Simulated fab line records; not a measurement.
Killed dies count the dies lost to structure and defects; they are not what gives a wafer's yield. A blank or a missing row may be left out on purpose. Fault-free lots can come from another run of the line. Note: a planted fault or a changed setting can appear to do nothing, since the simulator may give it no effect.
Code-filled problem report in 8D (eight disciplines) form -- flow rit-cmos -- the parts of the form that need people (team, actions taken, sign-off) are left out

## 1. WHAT WENT WRONG
FOX1_OXIDE_THK at RIT_FOX1_THK_MEAS_01 reads a mean of 390 nm on 6 wafers of 2 lots; wafers without a fault read 351 nm with a standard deviation of 5.4. Relative to the usual mean, that is a shift of +7.2 standard deviations.
First seen on wafer L473.2, day 3 08:57, on film-metro-03. At this step, 42 wafers from 14 lots have a number in the record. Rule for "out", or "out of limits": more than 4 standard deviations from the usual mean. The other wafers with a number count as sound.

## 2. WHAT IT IS AND WHAT IT IS NOT
question,is,is not
which readings at this step,FOX1_OXIDE_THK,-
which lots,"L473, L474","L465, L468, L470, L471, L475, L476, L477, L483, L484, L486, L487, L488"
which wafers of those lots,all that have a number,-
read on which gauges,film-metro-03,"film-metro-01, film-metro-04"
when,from day 3 08:57,"up to then (12 sound wafers); but 24 sound wafers of L475, L476, L477, L483, L484, L486, L487, L488 came after"

## 3. SUSPECTS, AND WHAT RULES EACH OUT
Counting: a tool at any process step up to the reading remains a suspect when it ran all the lots that are out and ran no sound lot after the first of those.
- the gauge at RIT_FOX1_THK_MEAS_01: kept. All the wafers that are out were read on film-metro-03, and no step on other tools shows them out.
- furnace-02 at RIT_FOX1_OXIDATION_00 (target thk 350.7 nm, ox time 1130 s): ruled out as a lasting fault. After its first lot that is out, L473 (day 3 07:38), sound lots L487 ran on it.
Left after counting: film-metro-03 at RIT_FOX1_THK_MEAS_01.

## 4. THE CAUSE (what the simulator had put in)
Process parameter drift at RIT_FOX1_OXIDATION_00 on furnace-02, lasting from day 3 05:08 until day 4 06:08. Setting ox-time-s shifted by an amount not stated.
The count ruled it out by mistake, since the rule takes a fault to strike every lot its tool runs from the start of the fault on, and this one did not do so.

## 5. THE CHAIN OF EFFECTS, in route order
Rows list readings where the struck wafers' mean (over those with a number) sits beyond 3 standard deviations from the usual. Only readings for which the record gives a usual standard deviation are gone through. hours: the time from each lot's start at the first step in this table that gives one to its start at this step, as a median over the lots. sigmas: the change in usual standard deviations.
hours,step,reading,usual,on struck wafers,change,sigmas
0,RIT_FOX1_THK_MEAS_01,FOX1_OXIDE_THK,351 nm,390,+39,+7.2
At these later measuring or inspecting steps, every struck wafer for which the step has a row has a number for every such reading, and none has moved that far: RIT_PRETRO_TW_MEAS_10, RIT_GATE_THK_MEAS_07, RIT_M1_BOW_MEAS_16.

## 6. HOW IT WOULD HAVE BEEN CAUGHT EARLIER
Counted from the fault's start at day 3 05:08, it took 4 hours until the first out-of-limits reading at a measuring or inspecting step in this record, taken at day 3 08:57.
